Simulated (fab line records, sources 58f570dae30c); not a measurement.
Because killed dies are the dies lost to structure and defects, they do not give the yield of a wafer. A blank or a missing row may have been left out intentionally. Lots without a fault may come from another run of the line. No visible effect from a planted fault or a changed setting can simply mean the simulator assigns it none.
A struck lot beside a sound one / flow berkeley-cmos170 / 19 steps out of a route of 331
Sound: wafers L277.1, L277.3, L277.4. Struck: wafers L286.1, L286.2, L286.4. At the end, the cause is stated.
Each step with rows lists, per side, the tool, then ch with its chambers, then its first start. Under that, the readings that differ: sound wafers / struck wafers / difference of the means / sigmas: that difference in standard deviations of wafers without a fault.
alike: same words and numbers on both sides, and readings whose means sit less than 2 such deviations apart. not compared: any withheld reading, any reading some wafer has no value for, any bound like >300 that may hide the same value, and any number with overlapping values for which the record gives no deviation.
The two part at a step that has a row with sigmas, a row that says differs or no value, or rows on one side only. Non-overlapping numbers with no deviation appear without sigmas and do not part them. A reading that every wafer of one side lacks parts them only if that side has two wafers or more.

first, 5 steps without rows for these wafers: UCB170_PSD_COAT_01 (resist thk 900 nm); UCB170_PSD_SOFTBAKE_02 (time 60 s); UCB170_PSD_EXPOSE_03 (exposes mask PSELECT MOD, target cd 1200 nm); UCB170_PSD_PEB_04; UCB170_PSD_DEVELOP_05 (develop time 45 s).
UCB170_PSD_CD_MEAS_06 targets a cd of 1200 nm.
  sound: cd-sem-02 at day 8 08:32; struck: cd-sem-01 at day 9 22:58
reading=cd-nm (nm); sound=1201.3 1199.8 1200.7; struck=1196.8 1197.6 1197.1; difference=-3.4; sigmas=-2
UCB170_PSD_OVL_MEAS_07:
  sound: overlay-01 at day 8 08:40; struck: overlay-02 at day 9 23:05
  alike: PSD_OVL
after that, 1 step had no rows for these wafers: UCB170_PSD_IMPLANT_08.
UCB170_PSD_STRIP_09: strips in O2.
  sound on plasma-asher-03 ch 0,1, day 8 08:51; struck on plasma-asher-04 ch 0,1, day 9 23:16
reading=oes-product-au (a.u.); sound=0.606 0.600 0.606; struck=0.596 0.590 0.595; difference=-0.010; sigmas=-2
  alike: chamber-pressure-mTorr, drypump-motor-current-A, strip-time-to-endpoint-s
  not compared: rf-hours-counter-h
UCB170_PSD_TW_MEAS_10:
  sound: film-metro-02 at day 8 08:57; struck: film-metro-01 at day 9 23:22
  alike: PSD_TW
then, 2 steps without rows for these wafers: UCB170_PSD_CLEAN_11 (cleans in SPM, time 600 s); UCB170_NSD_HMDS_00 (prime time 60 s).
UCB170_NSD_COAT_01: resist thk 900 nm.
  sound on litho-track-03 ch 0, day 8 09:50; struck on litho-track-03, day 10 00:04
  no value came back on the struck wafers for chill-plate-temp-C (C), dispense-pressure-kPa (kPa); on the sound wafers chill-plate-temp-C (C) reads 22.96 22.83 22.85
then, 4 steps without rows for these wafers: UCB170_NSD_SOFTBAKE_02 (time 60 s); UCB170_NSD_EXPOSE_03 (exposes mask NSELECT MOD, target cd 1200 nm); UCB170_NSD_PEB_04; UCB170_NSD_DEVELOP_05 (develop time 45 s).
UCB170_NSD_CD_MEAS_06 targets a cd of 1200 nm.
  sound: cd-sem-02 at day 8 11:00; struck: cd-sem-01 at day 10 00:55
reading=cd-nm (nm); sound=1201.1 1201.1 1201.2; struck=- - -; difference=no value on the struck wafers; sigmas=
UCB170_NSD_OVL_MEAS_07:
  sound: overlay-01 at day 8 11:07; struck: overlay-02 at day 10 01:02
reading=NSD_OVL (nm); sound=-6 -1 -1; struck=- - -; difference=no value on the struck wafers; sigmas=

== WHERE THEY PART ==
At UCB170_PSD_CD_MEAS_06 first; at UCB170_NSD_OVL_MEAS_07 last (within this record only).

WHY: what the simulator had put in
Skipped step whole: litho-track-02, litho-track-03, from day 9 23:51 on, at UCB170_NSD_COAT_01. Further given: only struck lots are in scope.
